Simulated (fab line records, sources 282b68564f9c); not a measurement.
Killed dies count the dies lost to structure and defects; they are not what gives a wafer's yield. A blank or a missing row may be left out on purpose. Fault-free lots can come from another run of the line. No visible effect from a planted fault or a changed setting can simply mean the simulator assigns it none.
fab line records ; flow ritCmos
record: lots: 7; wafers: 21; lastDay: 7
route steps=202 shown PLDD@116 SPACER@125 M1@202
lots with no fault: from the same line, run without faults
startH: hours from the record's first day to the start of the lot's first wafer shown ; waitH: hours since the lot's step before ; " unchanged from the row above ; L1.1+2: one row covering several wafers at once ; - value missing, or start not given ; * or withheld: withheld ; < > ~ a bound
route shown NAME@n: names a module that has steps shown in the file, with the first one's number in the route ; usual: the fault-free wafers' mean and standard deviation ; same: alike in all rows ; chamber/n: place in a boat ; sites: readings site by site ; _std_site: standard deviation across them ; _edge_site: outer sites' mean less inner sites' ; radiusMm: for every site, how far away it sits from the centre of the wafer ; mask NAME#n: copy n ; behind: tool/chamber where the wafer was last shaped ; hold: what put the lot on hold/how long, in hours/how the hold closed ; device: the n, p or np transistor that did not switch ; end of line: the tests these same wafers got at the end of their route ; step lacking rows: just its recipe ; killed: dies lost to structure and defects at the first sort, not the wafer's yield ; map: shows each die of a wafer: x if killed, . if not, _ if none is there
set.NAME: the setting the step ran with; set.NAME@STEP: the setting that earlier step ran with ; model.NAME: the simulator's own value behind a step, which no gauge read
certain route steps with their lots: each step a table, each wafer a row
services: a tool's chamber out of use, with start hour (startH, from the record's first day; less than 0 if before it), hours out, and reason
== steps ==
step: RIT_PLDD_SOFTBAKE_02
recipe: resist: NOVOLAK; tempC: 90; timeS: 60
step: RIT_PLDD_EXPOSE_03
recipe: maskId: M8; na: 0.57; targetCdNm: 40900; doseMj: 250
step: RIT_PLDD_PEB_04
recipe: resist: NOVOLAK; tempC: withheld; timeS: withheld
step: RIT_PLDD_DEVELOP_05
recipe: resist: NOVOLAK; developTimeS: 50; devTempC: 23
step: RIT_PLDD_OVL_MEAS_06
usual: PLDD_OVL: 1.0/1.3
lot.wafer;tool;chamber;startH;waitH;PLDD_OVL[nm]
L681.2;overlay-01;-;75.57;-;1.7
L681.3;overlay-01;-;75.57;-;0.4
L681.5;overlay-01;-;75.57;-;1.2
L685.2;overlay-01;-;92.66;-;-0.8
L685.5;overlay-01;-;92.66;-;3.1
L685.6;overlay-01;-;92.66;-;0.7
L687.1;overlay-02;-;103.67;-;0.6
L687.4;overlay-02;-;103.67;-;0.4
L687.6;overlay-02;-;103.67;-;-0.1
L688.1;overlay-02;-;109.15;-;1.1
L688.3;overlay-02;-;109.15;-;2.7
L688.4;overlay-02;-;109.15;-;1.7
L689.1;overlay-01;-;113.25;-;1.1
L689.2;overlay-01;-;113.25;-;-0.5
L689.6;overlay-01;-;113.25;-;-0.6
L690.3;overlay-01;-;117.05;-;-2.3
L690.5;overlay-01;-;117.05;-;-0.9
L690.6;overlay-01;-;117.05;-;-1.0
L698.4;overlay-02;-;159.43;-;2.0
L698.5;overlay-02;-;159.43;-;2.2
L698.6;overlay-02;-;159.43;-;1.4
step: RIT_PLDD_HARDBAKE_07
recipe: resist: NOVOLAK; tempC: 140; timeS: 60
step: RIT_PLDD_IMPLANT_08
recipe: species: BF2; energyKev: 20; doseCm2: 9e+14; tiltDeg: 7
step: RIT_PLDD_STRIP_09
recipe: chemistry: O2; timeS: 180; resist: NOVOLAK; platenTempC: withheld; powerW: 500; pressureMtorr: 4000; o2FlowSccm: 4000
usual: drypumpMotorCurrentA: 5.8/0.37
lot.wafer;tool;chamber;startH;waitH;drypumpMotorCurrentA;rfHoursCounterH
L681.2;plasmaAsher-03;0;75.90;0.1;5.2;44
L681.3;plasmaAsher-03;0;75.90;0.1;5.2;-
L681.5;plasmaAsher-03;0;75.90;0.1;5.2;-
L685.2;plasmaAsher-01;0;92.99;0.1;5.4;44
L685.5;plasmaAsher-01;0;92.99;0.1;5.4;-
L685.6;plasmaAsher-01;1;92.99;0.1;6.0;-
L687.1;plasmaAsher-03;0;104.02;0.1;5.2;47
L687.4;plasmaAsher-03;0;104.02;0.1;5.3;-
L687.6;plasmaAsher-03;1;104.02;0.1;5.4;-
L688.1;plasmaAsher-02;1;109.49;0.1;6.0;30
L688.3;plasmaAsher-02;1;109.49;0.1;6.0;-
L688.4;plasmaAsher-02;0;109.49;0.1;6.3;-
L689.1;plasmaAsher-02;1;113.59;0.1;6.0;31
L689.2;plasmaAsher-02;0;113.59;0.1;6.3;31
L689.6;plasmaAsher-02;1;113.59;0.1;6.0;-
L690.3;plasmaAsher-02;1;117.43;0.1;6.0;-
L690.5;plasmaAsher-02;0;117.43;0.1;6.3;-
L690.6;plasmaAsher-02;1;117.43;0.1;6.0;-
L698.4;plasmaAsher-02;1;159.90;0.1;6.0;-
L698.5;plasmaAsher-02;0;159.90;0.1;6.2;-
L698.6;plasmaAsher-02;1;159.90;0.1;6.0;-
step: RIT_PLDD_TW_MEAS_10
usual: PLDD_TW: 2353/15
lot.wafer;tool;chamber;startH;waitH;PLDD_TW
L681.2;filmMetro-01;-;76.08;0.1;2358
L681.3;filmMetro-01;-;76.08;0.1;2370
L681.5;filmMetro-01;-;76.08;0.1;2361
L685.2;filmMetro-04;-;93.18;0.1;2349
L685.5;filmMetro-04;-;93.18;0.1;2331
L685.6;filmMetro-04;-;93.18;0.1;2330
L687.1;filmMetro-03;-;104.19;0.1;2342
L687.4;filmMetro-03;-;104.19;0.1;2350
L687.6;filmMetro-03;-;104.19;0.1;2345
L688.1;filmMetro-01;-;109.66;0.1;2358
L688.3;filmMetro-01;-;109.66;0.1;2354
L688.4;filmMetro-01;-;109.66;0.1;2362
L689.1;filmMetro-03;-;113.76;0.1;2338
L689.2;filmMetro-03;-;113.76;0.1;2356
L689.6;filmMetro-03;-;113.76;0.1;2348
L690.3;filmMetro-04;-;117.57;0.1;2356
L690.5;filmMetro-04;-;117.57;0.1;2352
L690.6;filmMetro-04;-;117.57;0.1;2349
L698.4;filmMetro-01;-;160.15;0.2;2364
L698.5;filmMetro-01;-;160.15;0.2;2370
L698.6;filmMetro-01;-;160.15;0.2;2362
step: RIT_SPACER_CLEAN_00
recipe: chemistry: SC1; mix: 3:3:50; timeS: 600; tempC: 75
step: RIT_SPACER_CLEAN_01
recipe: chemistry: dHF; dilution: 50:1; timeS: 30
step: RIT_SPACER_CLEAN_02
recipe: chemistry: SC2; mix: 3:3:50; timeS: 600; tempC: 75; dry: n2Spin
step: RIT_SPACER_CVD_03
recipe: material: Si3N4; targetThkNm: 250; tempC: 810; precursor: SiH2Cl2/NH3; timeS: 3300; pressureMtorr: 300; sih2cl2FlowSccm: 60; nh3FlowSccm: 150
usual: nh3FlowSccm: 150.0/0.49; pressureMtorr: 300.0/0.56; spikeTcSourceC: 835.3/1.3; susceptorTempC: 809.9/0.37
lot.wafer;tool;chamber;startH;waitH;nh3FlowSccm;pressureMtorr;spikeTcSourceC;susceptorTempC
L681.2;lpcvd-01;1;76.50;0.0;150.4;299.4;836.9;810.0
L681.3;lpcvd-01;1;76.50;0.0;150.5;300.5;836.1;809.6
L681.5;lpcvd-01;1;76.50;0.0;150.6;299.8;838.2;810.3
L685.2;lpcvd-02;1;93.63;0.0;149.6;300.3;834.9;810.1
L685.5;lpcvd-02;1;93.63;0.0;149.9;300.1;835.2;810.0
L685.6;lpcvd-02;1;93.63;0.0;149.5;300.6;836.6;810.2
L687.1;lpcvd-01;1;104.64;0.0;-;-;-;-
L687.4;lpcvd-01;1;104.64;0.0;-;-;-;-
L687.6;lpcvd-01;1;104.64;0.0;-;-;-;-
L688.1;lpcvd-02;0;110.44;0.0;-;-;-;-
L688.3;lpcvd-02;0;110.44;0.0;-;-;-;-
L688.4;lpcvd-02;0;110.44;0.0;-;-;-;-
L689.1;lpcvd-01;0;114.22;0.0;-;-;-;-
L689.2;lpcvd-01;0;114.22;0.0;-;-;-;-
L689.6;lpcvd-01;0;114.22;0.0;-;-;-;-
L690.3;lpcvd-01;0;117.97;0.0;149.8;299.9;835.9;810.4
L690.5;lpcvd-01;0;117.97;0.0;150.5;299.8;832.7;810.7
L690.6;lpcvd-01;0;117.97;0.0;150.5;300.0;833.9;810.7
L698.4;lpcvd-02;1;160.56;0.0;149.4;299.8;833.8;810.2
L698.5;lpcvd-02;1;160.56;0.0;150.2;300.4;836.2;810.3
L698.6;lpcvd-02;1;160.56;0.0;149.7;299.4;834.9;810.1
step: RIT_M1_PROBE_99
usual: defectLimitedYield: 97.5/1.2; killedAtContacts: 0.0/0.22; killedAtFrontEnd: 7/3; killedDies: 7/3.1; killedOpen: 3.4/2.1; killedShort: 3.2/1.9; sort_bin_3_pad_short: 0.1/0.25; sort_bin_5_function: 1.4/0.76; sort_bin_6_memory: 1.0/0.7; sortNPass: 257/3.1; sortYieldPct: 97.5/1.2
same: grossDies: 264; killed_at_M0_to_M3: 0; killed_at_M4_up: 0; killedAtBackSide: 0; killedAtOther: 0
lot.wafer;tool;chamber;startH;waitH;defectLimitedYield[%];killedAtContacts;killedAtFrontEnd;killedDies;killedOpen;killedShort;sort_bin_3_pad_short[%];sort_bin_5_function[%];sort_bin_6_memory[%];sortNPass;sortYieldPct[%]
L681.2;prober-02;-;90.15;0.1;97.7;0;6;6;2;4;0;1.5;0.8;258;97.7
L681.3;prober-02;-;90.20;0.2;95.5;1;11;12;8;4;0.4;2.7;1.5;252;95.5
L681.5;prober-02;-;90.30;0.2;96.2;0;10;10;5;5;0;1.1;2.7;254;96.2
L685.2;prober-02;-;107.07;0.1;98.5;0;4;4;1;3;0.8;0.4;0.4;260;98.5
L685.5;prober-02;-;107.22;0.2;98.9;0;3;3;2;1;0;1.1;0;261;98.9
L685.6;prober-02;-;107.27;0.2;97.7;0;6;6;3;3;0.8;1.1;0.4;258;97.7
L690.3;prober-01;-;131.39;0.2;99.6;0;1;1;1;0;0;0;0.4;263;99.6
L690.5;prober-01;-;131.49;0.2;98.5;0;4;4;2;2;0.4;1.1;0;260;98.5
L690.6;prober-01;-;131.54;0.2;98.1;0;5;5;3;2;0.4;1.1;0.4;259;98.1
L698.4;prober-01;-;175.24;0.2;97.3;0;7;7;3;4;0;1.9;0.8;257;97.3
L698.5;prober-01;-;175.29;0.2;97.7;0;6;6;4;2;0;2.3;0;258;97.7
L698.6;prober-01;-;175.34;0.2;98.9;0;3;3;1;2;0.4;0.8;0;261;98.9
killed by level:class
L681.2 GATE:geometricParticle:short=2 GATE:geometricParticle:open=1 REOX:geometricParticle:open=1 SPACER:geometricParticle:short=1 SILICIDE:geometricParticle:short=1
L681.3 SILICIDE:geometricParticle:open=4 GATE:geometricParticle:open=3 FOX1:geometricParticle:open=1 GATE:geometricParticle:short=1 SPACER:geometricParticle:short=1 SILICIDE:geometricParticle:short=1 CONTACT:geometricParticle:short=1
L681.5 GATE:geometricParticle:open=4 FOX2:geometricParticle:short=3 FOX1:geometricParticle:short=1 FOX2:geometricParticle:open=1 GATE:geometricParticle:short=1
L685.2 FOX2:geometricParticle:short=1 GATE:geometricParticle:open=1 GATE:geometricParticle:short=1 REOX:geometricParticle:short=1
L685.5 GATE:geometricParticle:open=2 SILICIDE:geometricParticle:short=1
L685.6 FOX1:geometricParticle:short=1 FOX2:geometricParticle:open=1 FOX2:geometricParticle:short=1 GATE:geometricParticle:open=1 GATE:geometricParticle:short=1 REOX:geometricParticle:open=1
L690.3 SILICIDE:geometricParticle:open=1
L690.5 GATE:geometricParticle:open=2 REOX:geometricParticle:short=1 SPACER:geometricParticle:short=1
L690.6 FOX1:geometricParticle:open=1 GATE:geometricParticle:short=1 GATE:geometricParticle:open=1 SPACER:geometricParticle:open=1 SPACER:geometricParticle:short=1
L698.4 FOX1:geometricParticle:open=1 FOX2:geometricParticle:short=1 GATE:geometricParticle:open=1 GATE:geometricParticle:short=1 REOX:geometricParticle:open=1 SPACER:geometricParticle:short=1 SILICIDE:geometricParticle:short=1
L698.5 FOX2:geometricParticle:open=2 GATE:geometricParticle:short=2 GATE:geometricParticle:open=1 SPACER:geometricParticle:open=1
L698.6 FOX2:geometricParticle:short=1 SPACER:geometricParticle:open=1 SPACER:geometricParticle:short=1
== services ==
tool;chamber;startH;hours;kind
plasmaAsher-01;-;108.75;9.0;pm
plasmaAsher-01;0;108.75;9.0;ventCycle
plasmaAsher-01;1;108.75;9.0;ventCycle
plasmaAsher-03;-;114.87;0.8;repair
plasmaAsher-01;0;117.75;-;clean
plasmaAsher-01;1;117.75;-;clean
plasmaAsher-02;-;153.84;2.0;repair
== key ==
firstSign: step: RIT_SPACER_CVD_03; reading: toolRecord; direction: missing
effect none on later readings
metAt RIT_SPACER_CVD_03
struckWafers L687.1,L687.4,L687.6,L688.1,L688.3,L688.4,L689.1,L689.2,L689.6
scrappedBehind RIT_SPACER_THK_MEAS_04 L687.1,L687.4,L687.6,L688.1,L688.3,L688.4,L689.1,L689.2,L689.6
onsetBetween 93.63 104.64
fault: kind: skippedStepWhole; tool: lpcvd-01,lpcvd-02; chamber: -; onsetH: 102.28; steps: RIT_SPACER_CVD_03; scope: struckLotsOnly
